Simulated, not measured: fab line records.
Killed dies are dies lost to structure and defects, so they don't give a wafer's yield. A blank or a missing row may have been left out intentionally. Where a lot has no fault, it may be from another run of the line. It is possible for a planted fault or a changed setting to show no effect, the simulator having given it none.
Struck lot and sound lot, side by side || flow berkeleyCmos170 || 16 out of 331 route steps
Sound: these wafers, L434.1, L434.5, L434.6. Wafers struck: L439.3, L439.4, L439.5. The cause is given at the end.
For every step that has rows: the tool of each side, followed by ch and its chambers, followed by its first start. Under that, the readings that differ: sound wafers || struck wafers || difference of the means || sigmas: that difference in standard deviations of wafers without a fault.
alike: readings whose means differ by less than 2 such deviations, and words and numbers that are the same on both sides. not compared: withheld readings, readings that some wafer has no value for, bounds like >300 that may hide the same value, and numbers for which the record gives no deviation and whose values overlap.
The two part at a step that has a row with sigmas, a row that says differs or no value, or rows on one side only. Non-overlapping numbers with no deviation appear without sigmas and do not part them. Lack of a reading on every wafer of one side parts them only where that side has two or more wafers.

first, 5 steps without rows for these wafers: UCB170_M1_COAT_04 (resist thk 900 nm); UCB170_M1_SOFTBAKE_05 (time 60 s); UCB170_M1_EXPOSE_06 (exposes mask METAL1, target cd 700 nm); UCB170_M1_PEB_07; UCB170_M1_DEVELOP_08 (develop time 45 s).
UCB170_M1_CD_MEAS_09: the cd target is 700 nm.
  sound on cdSem-01, day 9 14:14; struck on cdSem-02, day 10 01:38
  alike: cdNm
UCB170_M1_OVL_MEAS_10:
  sound on overlay-02, day 9 14:22; struck on overlay-02, day 10 01:44
  alike: M1_OVL
UCB170_M1_ETCH_11: etches BARC in N2/H2.
  sound on rieDiel-01 ch 0,1,2, day 9 14:24; struck on rieDiel-02 ch 2,3, day 10 01:46
  alike: drypumpMotorCurrentA, oesProductAu, throttleValvePct
UCB170_M1_METAL_ETCH_12: etches Al in Cl2/BCl3, stops on PSG, target depth 780 nm, time 130 s.
  sound on rieMetal-03 ch 0,1, day 9 14:26; struck on rieMetal-01 ch 0,1, day 10 01:50
  alike: drypumpMotorCurrentA, heBacksideLeakSccm, oesProductAu, throttleValvePct
  not compared: rfHoursCounterH
UCB170_M1_STRIP_13: strips in O2.
  sound on plasmaAsher-02 ch 0,1, day 9 14:34; struck on plasmaAsher-03 ch 0,1, day 10 01:58
  alike: drypumpMotorCurrentA, oesProductAu
  not compared: rfHoursCounterH
UCB170_M1_CD_MEAS_90: the cd target is 700 nm.
  sound on cdSem-02, day 9 14:53; struck on cdSem-01, day 10 02:04
  alike: cdNm
then, 1 step without rows for these wafers: UCB170_M1_ANNEAL_14 (time 1200 s).
UCB170_V1_CVD_00: deposits SiO2 from TEOS/O2, target thk 2000 nm, time 250 s.
  sound on pecvd-04 ch 0,1, day 9 19:35; struck on pecvd-04 ch 1,2, day 10 06:26
{"reading": "model.SiO2_of_V1_CVD_00.thkNm (nm)", "sound": "1999 1992 2046", "struck": "1489 1527 1521", "difference": -500, "sigmas": ""}
  alike: heaterPowerW
  not compared: sinceWetCleanH
UCB170_V1_THK_MEAS_01:
  sound on filmMetro-03, day 9 19:44; struck on filmMetro-03, day 10 06:36
{"reading": "V1_TEOS_THK (nm)", "sound": "1998 1992 2047", "struck": "1489 1526 1521", "difference": -500, "sigmas": -19}
UCB170_V1_CMP_02: polishes SiO2.
  sound on cmp-01 ch 0,1,2, day 9 20:11; struck on cmp-02 ch 0,2,3, day 10 06:38
  alike: motorCurrentA
UCB170_M3_PROBE_99:
  rows exist in the record for the struck wafers here (prober-02, day 10 19:34), but not for the sound ones

== WHERE THEY PART ==
Last at UCB170_M3_PROBE_99 as far as this record goes, first at UCB170_V1_THK_MEAS_01.

WHY: what the simulator had put in
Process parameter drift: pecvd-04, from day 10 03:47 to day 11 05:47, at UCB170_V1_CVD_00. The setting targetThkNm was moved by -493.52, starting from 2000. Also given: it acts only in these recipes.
